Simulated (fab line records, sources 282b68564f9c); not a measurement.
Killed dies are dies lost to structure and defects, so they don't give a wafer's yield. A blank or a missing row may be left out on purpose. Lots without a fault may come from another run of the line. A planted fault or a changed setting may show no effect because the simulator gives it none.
Which tool did it? | flow rit_cmos | 15 lots, 45 wafers sampled, at 2 steps of a route of 202

WHAT THE GAUGES READ, wafer by wafer
RIT_PRETRO_TW_MEAS_10.
lot  | measured    | on            | PRETRO_TW
L489 | day 2 08:00 | film_metro-02 | 470 472 473
L490 | day 2 12:01 | film_metro-02 | 471 474 474
L491 | day 2 17:19 | film_metro-04 | 484 481 486
L492 | day 3 00:04 | film_metro-03 | 471 470 471
L493 | day 3 05:23 | film_metro-04 | 482 482 478
L494 | day 3 09:52 | film_metro-02 | 473 474 473
L497 | day 4 01:11 | film_metro-02 | 473 472 474
L498 | day 4 04:18 | film_metro-04 | 485 483 485
L499 | day 4 09:55 | film_metro-03 | 473 472 473
L500 | day 4 16:11 | film_metro-04 | 484 483 482
L504 | day 5 12:29 | film_metro-02 | 501 504 504
L505 | day 5 17:38 | film_metro-02 | 500 500 499
L506 | day 5 21:37 | film_metro-03 | 469 472 469
L507 | day 6 01:01 | film_metro-02 | 500 499 502
L509 | day 6 12:05 | film_metro-04 | 475 478 476

WHICH TOOL RAN EACH LOT (tool, then ch and the chambers of the sampled wafers, then the start)
lot  | RIT_PRETRO_IMPLANT_08
L489 | implanter-03 ch 0, day 2 07:43
L490 | implanter-03 ch 0, day 2 11:42
L491 | implanter-03 ch 0, day 2 17:01
L492 | implanter-04 ch 0, day 2 23:46
L493 | implanter-02 ch 0, day 3 05:04
L494 | implanter-03 ch 0, day 3 09:33
L497 | implanter-02 ch 0, day 4 00:53
L498 | implanter-04 ch 0, day 4 04:01
L499 | implanter-04 ch 0, day 4 09:35
L500 | implanter-02 ch 0, day 4 15:53
L504 | implanter-02 ch 0, day 5 12:10
L505 | implanter-02 ch 0, day 5 17:19
L506 | implanter-03 ch 0, day 5 21:17
L507 | implanter-02 ch 0, day 6 00:41
L509 | implanter-03 ch 0, day 6 11:45
- RIT_PRETRO_IMPLANT_08

WHAT THE TOOLS THEMSELVES READ (means of the sampled wafers that have a number; where no wafer has one, the mark that the record gives instead)
RIT_PRETRO_IMPLANT_08.
lot  | tool         | beam_on_s (s) | end_station_pressure_torr (Torr) | faraday_current_uA
L489 | implanter-03 | 10.12         | 5e-06                            | 37.8
L490 | implanter-03 | 9.95          | 5e-06                            | 38.3
L491 | implanter-03 | 9.80          | 5e-06                            | 38.9
L492 | implanter-04 | 9.97          | 5e-06                            | 38.2
L493 | implanter-02 | 9.94          | 6e-06                            | 38.3
L494 | implanter-03 | 9.89          | 5e-06                            | 38.4
L497 | implanter-02 | 10.11         | 5e-06                            | 37.7
L498 | implanter-04 | 10.04         | 5e-06                            | 37.9
L499 | implanter-04 | 9.88          | 5e-06                            | 38.5
L500 | implanter-02 | 9.95          | 5e-06                            | 38.2
L504 | implanter-02 | 12.07         | 1e-04                            | 31.9
L505 | implanter-02 | 12.08         | 1e-04                            | 31.8
L506 | implanter-03 | 9.98          | 5e-06                            | 38.3
L507 | implanter-02 | 11.97         | 1e-04                            | 32.1
L509 | implanter-03 | 9.90          | 5e-06                            | 38.4

THE ANSWER, worked out from the rows above alone
Rule: what is usual is taken from the lots themselves. Put in order of their means at a reading, lots are off if they are a third of the lots or fewer, leave a main group of 4 or more, and stand apart from it by a gap of 3 or more times the standard deviation of the main group's means; of several such gaps the widest counts. A main group whose means are all the same, to the digits that the tables above print for the reading, isn't used. A lot without any number at a reading at which 4 lots or more have one is off too. The other lots that the step has rows for count as sound. The gauges are gone through in route order, then the tools' own readings, and for those a lot's mean is taken as printed above. The first step at which some lot is off is used, and at that step the reading that is off furthest; a lot without a number counts as furthest.
Off: L504, L505, L507, at RIT_PRETRO_IMPLANT_08 (end_station_pressure_torr). The main group: mean 5e-06 Torr, standard deviation 2.8e-07.
A tool fits if, at that step or a process step before it, it ran every lot that is off, and no sound lot after the first of them. One fits: implanter-02 at RIT_PRETRO_IMPLANT_08. Its last sound lot is L500 (day 4 15:53), its first lot that is off L504 (day 5 12:10): a fault that began between those two fits.
The tool's own readings at RIT_PRETRO_IMPLANT_08 bear it out: on the lots that are off they differ by more than 5 times the standard deviation of the sound lots' means. beam_on_s reads 12.04 s there against 9.96 s on the sound lots; end_station_pressure_torr reads 1e-04 Torr there against 5e-06 Torr on the sound lots; faraday_current_uA reads 31.9 there against 38.2 on the sound lots.

WHAT THE SIMULATOR HAD PUT IN
Process parameter drift: implanter-02, from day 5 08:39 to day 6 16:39, at RIT_PRETRO_IMPLANT_08. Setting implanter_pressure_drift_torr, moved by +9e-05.
Process parameter drift: implanter-02, from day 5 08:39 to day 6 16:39, at RIT_PRETRO_IMPLANT_08. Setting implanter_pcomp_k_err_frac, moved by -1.
Lots struck among those shown: L504, L505, L507. The rule above found the same.
